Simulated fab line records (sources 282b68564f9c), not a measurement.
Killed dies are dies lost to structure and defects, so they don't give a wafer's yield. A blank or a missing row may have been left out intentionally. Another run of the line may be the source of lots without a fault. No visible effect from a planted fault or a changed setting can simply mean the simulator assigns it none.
A struck lot beside a sound one / flow rit-cmos / 43 steps out of a route of 202
Sound: these wafers, L361.2, L361.3, L361.4. The struck wafers were L381.2, L381.4, L381.6. The cause comes at the end.
For every step that has rows: the tool of each side, followed by ch and its chambers, followed by its first start. Under that, the readings that differ: sound wafers / struck wafers / difference of the means / sigmas: that difference in standard deviations of wafers without a fault.
alike: readings whose means differ by less than 2 such deviations, and words and numbers that are the same on both sides. not compared: withheld readings, readings that some wafer has no value for, bounds like >300 that may hide the same value, and numbers for which the record gives no deviation and whose values overlap.
Wherever a step has rows on one side only, a row that says differs or no value, or a row with sigmas, the two part there. Non-overlapping numbers with no deviation appear without sigmas and do not part them. A reading that every wafer of one side lacks parts them only if that side has two wafers or more.

first, 4 steps without rows for these wafers: RIT_GATE_SOFTBAKE_12 (time 60 s); RIT_GATE_EXPOSE_13 (exposes mask M6, target cd 150 nm); RIT_GATE_PEB_14; RIT_GATE_DEVELOP_15 (develop time 50 s).
RIT_GATE_CD_MEAS_16: target cd 150 nm.
  sound on cd-sem-01, day 2 13:50; struck on cd-sem-02, day 6 19:28
  alike: cd-nm
RIT_GATE_OVL_MEAS_17:
  sound on overlay-01, day 2 13:56; struck on overlay-02, day 6 19:34
  alike: GATE_OVL
then, 1 step without rows for these wafers: RIT_GATE_HARDBAKE_18 (time 60 s).
RIT_GATE_ETCH_19: etches poly-Si in SF6/CHF3/O2, stops on SiO2, time 165 s, target depth 312.5 nm.
  sound on rie-si-02 ch 0,2,3, day 2 14:07; struck on rie-si-02 ch 0,2,3, day 6 19:45
  alike: drypump-motor-current-A, oes-product-au, throttle-valve-pct
  not compared: rf-hours-counter-h
RIT_GATE_STRIP_20: strips in O2, time 180 s.
  sound on plasma-asher-03 ch 0,1, day 2 14:14; struck on plasma-asher-04 ch 1, day 6 19:52
  alike: drypump-motor-current-A
  not compared: rf-hours-counter-h
RIT_GATE_CD_MEAS_90: target cd 150 nm.
  sound on cd-sem-02, day 2 14:26; struck on cd-sem-02, day 6 20:03
  alike: cd-nm
then, 2 steps without rows for these wafers: RIT_REOX_CLEAN_00 (cleans in SC1, time 600 s); RIT_REOX_CLEAN_01 (cleans in dHF, time 30 s).
RIT_REOX_CLEAN_02: cleans in SC2, time 600 s.
  sound on wet-bench-01 ch 3, day 2 14:43; struck on wet-bench-01 ch 2, day 6 20:20
then, 1 step without rows for these wafers: RIT_REOX_OXIDATION_03 (target thk 25.2 nm, ox time 5854 s).
RIT_REOX_THK_MEAS_04:
  sound on film-metro-03, day 2 18:34; struck on film-metro-02, day 7 00:25
  alike: REOX_OXIDE_THK
then, 6 steps without rows for these wafers: RIT_NLDD_HMDS_00 (prime time 60 s); RIT_NLDD_COAT_01 (resist thk 1000 nm); RIT_NLDD_SOFTBAKE_02 (time 60 s); RIT_NLDD_EXPOSE_03 (exposes mask M7, target cd 40700 nm); RIT_NLDD_PEB_04; RIT_NLDD_DEVELOP_05 (develop time 50 s).
RIT_NLDD_OVL_MEAS_06:
  sound on overlay-01, day 2 19:29; struck on overlay-01, day 7 01:20
  alike: NLDD_OVL
then, 2 steps without rows for these wafers: RIT_NLDD_HARDBAKE_07 (time 60 s); RIT_NLDD_IMPLANT_08.
RIT_NLDD_STRIP_09: strips in O2, time 180 s.
  sound on plasma-asher-02 ch 0,1, day 2 19:49; struck on plasma-asher-04 ch 0,1, day 7 01:40
  alike: drypump-motor-current-A
  not compared: rf-hours-counter-h
RIT_NLDD_TW_MEAS_10:
  sound on film-metro-02, day 2 20:00; struck on film-metro-04, day 7 01:51
reading=NLDD_TW; sound=2470 2476 2472; struck=2542 2546 2532; difference=+67; sigmas=+2
then, 6 steps without rows for these wafers: RIT_PLDD_HMDS_00 (prime time 60 s); RIT_PLDD_COAT_01 (resist thk 1000 nm); RIT_PLDD_SOFTBAKE_02 (time 60 s); RIT_PLDD_EXPOSE_03 (exposes mask M8, target cd 40900 nm); RIT_PLDD_PEB_04; RIT_PLDD_DEVELOP_05 (develop time 48.45 s).
RIT_PLDD_OVL_MEAS_06:
  sound on overlay-02, day 2 20:54; struck on overlay-01, day 7 02:53
  alike: PLDD_OVL
then, 2 steps without rows for these wafers: RIT_PLDD_HARDBAKE_07 (time 60 s); RIT_PLDD_IMPLANT_08.
RIT_PLDD_STRIP_09: strips in O2, time 180 s.
  sound on plasma-asher-02 ch 0,1, day 2 21:14; struck on plasma-asher-03 ch 0, day 7 03:13
  alike: drypump-motor-current-A
  not compared: rf-hours-counter-h
RIT_PLDD_TW_MEAS_10:
  sound on film-metro-02, day 2 21:25; struck on film-metro-01, day 7 03:23
  alike: PLDD_TW
then, 4 steps without rows for these wafers: RIT_SPACER_CLEAN_00 (cleans in SC1, time 600 s); RIT_SPACER_CLEAN_01 (cleans in dHF, time 30 s); RIT_SPACER_CLEAN_02 (cleans in SC2, time 600 s); RIT_SPACER_CVD_03 (deposits Si3N4 from SiH2Cl2/NH3, target thk 250 nm, time 3300 s).
RIT_SPACER_THK_MEAS_04:
  sound on film-metro-03, day 2 23:50; struck on film-metro-01, day 7 05:44
reading=SPACER_NITRIDE_THK (nm); sound=254.2 254.7 255.0; struck=250.9 249.5 250.0; difference=-4.5; sigmas=-2
RIT_M1_PROBE_99:
  sound on prober-02, day 3 11:02; struck on prober-02, day 7 16:55
reading=killed-at-front-end; sound=14 8 11; struck=42 39 39; difference=+29; sigmas=+9
reading=killed-dies; sound=14 8 11; struck=42 39 39; difference=+29; sigmas=+9
  alike: killed-open, killed-short

WHERE THEY PART
At RIT_NLDD_TW_MEAS_10 first; at RIT_M1_PROBE_99 last (within this record only).

WHY: the cause the simulator had injected
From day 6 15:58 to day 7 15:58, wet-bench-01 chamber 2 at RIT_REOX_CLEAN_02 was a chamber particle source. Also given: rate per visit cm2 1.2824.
